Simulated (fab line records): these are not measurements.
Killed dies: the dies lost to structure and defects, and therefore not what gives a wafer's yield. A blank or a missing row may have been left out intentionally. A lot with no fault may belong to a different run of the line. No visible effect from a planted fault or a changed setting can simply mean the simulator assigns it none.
The tool behind it: which one? -- flow berkeley cmos170 -- 39 wafers from 13 lots sampled at 5 of the route's 331 steps

## WHAT THE GAUGES READ, wafer by wafer
UCB170_NWELL_TW_MEAS_16.
lot,measured,on,NWELL_TW
L909,day 2 10:12,film metro-02,1227 1220 1229
L910,day 3 00:45,film metro-01,1251 1255 1257
L913,day 3 14:47,film metro-01,1254 1254 1247
L914,day 4 01:30,film metro-01,1240 1244 1246
L916,day 4 09:26,film metro-03,1256 1260 1258
L919,day 4 19:21,film metro-03,1255 1262 1262
L921,day 5 03:58,film metro-01,1254 1255 1253
L922,day 5 09:12,film metro-01,1253 1247 1260
L929,day 6 18:50,film metro-01,1263 1262 1263
L928,day 6 19:04,film metro-01,1259 1261 1262
L930,day 7 03:23,film metro-02,1230 1227 1237
L931,day 7 03:39,film metro-02,1219 1224 1229
L932,day 7 12:09,film metro-03,1256 1258 1252

UCB170_ACTIVE_CD_MEAS_13: target cd 1200 nm.
lot,measured,on,cd nm (nm)
L909,day 5 01:49,cd sem-01,1198.8 1200.3 1201.0
L910,day 5 08:25,cd sem-01,1203.4 1202.1 1199.6
L913,day 6 02:26,cd sem-02,1200.3 1199.5 1200.2
L914,day 6 11:06,cd sem-02,1197.3 1198.5 1198.6
L916,day 6 17:55,cd sem-02,1198.4 1199.6 1197.3
L919,day 7 12:19,cd sem-01,1198.8 1198.7 1199.4
L921,day 7 12:14,cd sem-01,1200.9 1202.1 1201.2
L922,day 7 12:01,cd sem-01,1381.0 1379.7 1380.4
L929,day 9 14:07,cd sem-02,1198.9 1200.7 1200.7
L928,day 9 13:52,cd sem-01,1202.4 1201.7 1202.2
L930,day 10 03:37,cd sem-02,1200.1 1201.3 1201.8
L931,day 10 03:57,cd sem-01,1199.9 1199.3 1200.3
L932,day 10 03:44,cd sem-01,1199.2 1199.6 1199.9

## TOOL THAT RAN EACH LOT (tool first, then ch and the chambers of the sampled wafers, then the start)
lot,UCB170_NWELL_ETCH_13,UCB170_NWELL_STRIP_15,UCB170_ACTIVE_EXPOSE_10
L909,"rie diel-04 ch 2,3, day 2 09:51","plasma asher-02 ch 0,1, day 2 10:06","krf scanner-02 ch 0, day 5 01:25"
L910,"rie diel-01 ch 1,2,3, day 3 00:23","plasma asher-02 ch 0,1, day 3 00:39","krf scanner-02 ch 0, day 5 07:40"
L913,"rie diel-02 ch 0,3, day 3 14:26","plasma asher-01 ch 0,1, day 3 14:41","krf scanner-01 ch 0, day 6 02:03"
L914,"rie diel-01 ch 1,3, day 4 01:08","plasma asher-01 ch 0,1, day 4 01:23","krf scanner-01 ch 0, day 6 10:40"
L916,"rie diel-02 ch 0,1,3, day 4 09:05","plasma asher-01 ch 0,1, day 4 09:20","krf scanner-01 ch 0, day 6 17:31"
L919,"rie diel-01 ch 0,2, day 4 19:00","plasma asher-02 ch 0,1, day 4 19:15","krf scanner-01 ch 0, day 7 11:55"
L921,"rie diel-04 ch 2,3, day 5 03:35","plasma asher-04 ch 0,1, day 5 03:52","krf scanner-01 ch 0, day 7 11:51"
L922,"rie diel-01 ch 0,1,3, day 5 08:49","plasma asher-04 ch 0,1, day 5 09:06","krf scanner-02 ch 0, day 7 11:38"
L929,"rie diel-02 ch 0,1, day 6 18:28","plasma asher-04 ch 0,1, day 6 18:43","krf scanner-01 ch 0, day 9 13:44"
L928,"rie diel-04 ch 1,2,3, day 6 18:43","plasma asher-02 ch 0,1, day 6 18:58","krf scanner-02 ch 0, day 9 13:28"
L930,"rie diel-01 ch 0,3, day 7 03:02","plasma asher-01 ch 0,1, day 7 03:17","krf scanner-01 ch 0, day 10 03:13"
L931,"rie diel-02 ch 0,1,2, day 7 03:19","plasma asher-04 ch 0,1, day 7 03:34","krf scanner-01 ch 0, day 10 03:31"
L932,"rie diel-01 ch 0,1,2, day 7 11:46","plasma asher-01 ch 0,1, day 7 12:01","krf scanner-01 ch 0, day 10 03:20"
- UCB170_NWELL_ETCH_13: etches Si3N4 in CH3F/Ar/O2, stops on SiO2, target depth 246.4 nm, time 154 s.
- UCB170_NWELL_STRIP_15: strips in O2.
- UCB170_ACTIVE_EXPOSE_10: exposes mask ACTIVE, target cd 1200 nm.

## WHAT THE TOOLS THEMSELVES READ (means of the sampled wafers that have a number; where no wafer has one, the mark that the record gives instead)
UCB170_NWELL_ETCH_13.
lot,tool,CH3F_flow_sccm (sccm),O2_flow_sccm (sccm),drypump motor current A (A),oes product au (a.u.),throttle valve pct (%)
L909,rie diel-04,20.00,7.013,5.7,0.934,8.21
L910,rie diel-01,20.04,6.985,5.8,0.945,7.88
L913,rie diel-02,19.93,7.027,5.4,0.924,8.14
L914,rie diel-01,19.96,6.991,6.0,0.948,7.95
L916,rie diel-02,20.02,7.002,5.4,0.926,8.08
L919,rie diel-01,20.09,7.010,5.2,0.936,7.93
L921,rie diel-04,20.10,6.993,5.7,0.936,8.20
L922,rie diel-01,19.99,6.975,5.6,0.945,8.04
L929,rie diel-02,19.96,6.993,5.4,0.940,8.02
L928,rie diel-04,20.01,6.997,5.8,0.940,8.09
L930,rie diel-01,19.97,7.006,5.4,0.950,8.17
L931,rie diel-02,20.03,7.008,5.4,0.942,7.98
L932,rie diel-01,19.95,7.012,5.4,0.952,7.97

UCB170_NWELL_STRIP_15.
lot,tool,drypump motor current A (A),oes product au (a.u.),strip time to endpoint s (s)
L909,plasma asher-02,5.0,0.720,18.11
L910,plasma asher-02,5.0,0.718,18.16
L913,plasma asher-01,5.4,0.718,18.07
L914,plasma asher-01,5.3,0.721,18.00
L916,plasma asher-01,5.8,0.721,18.09
L919,plasma asher-02,5.0,0.721,18.17
L921,plasma asher-04,6.3,0.719,18.05
L922,plasma asher-04,6.0,0.719,18.07
L929,plasma asher-04,6.2,0.722,18.10
L928,plasma asher-02,5.0,0.722,18.17
L930,plasma asher-01,5.4,0.719,18.11
L931,plasma asher-04,6.2,0.715,18.10
L932,plasma asher-01,5.8,0.718,18.09

## THE ANSWER, worked out from the rows above alone
Rule: what is usual is taken from the lots themselves. The widest of any qualifying gaps counts: lots, ordered by their means at a reading, are off when they make up no more than a third of the lots, leave a main group of 4 or more, and stand apart from it by 3 or more times the standard deviation of that group's means. If all means in a main group match to the digits the tables above print for the reading, that group is not used. A lot without any number at a reading at which 4 lots or more have one is off too. All remaining lots with rows at the step are treated as sound. First the gauges in route order, then the tools' own readings, where a lot's mean is used as printed above. The first step at which some lot is off is used, and at that step the reading that is off furthest; a lot without a number counts as furthest.
Off: L922, at UCB170_ACTIVE_CD_MEAS_13 (cd nm). For the main group the mean is 1200.1 nm and the standard deviation 1.2.
If a tool, at a process step before that reading, ran all the lots that are off and no sound lot after the first of them, it fits. The gauges at UCB170_ACTIVE_CD_MEAS_13 are tried like those tools. None of those tried fits.

## WHAT WAS PUT IN BY THE SIMULATOR
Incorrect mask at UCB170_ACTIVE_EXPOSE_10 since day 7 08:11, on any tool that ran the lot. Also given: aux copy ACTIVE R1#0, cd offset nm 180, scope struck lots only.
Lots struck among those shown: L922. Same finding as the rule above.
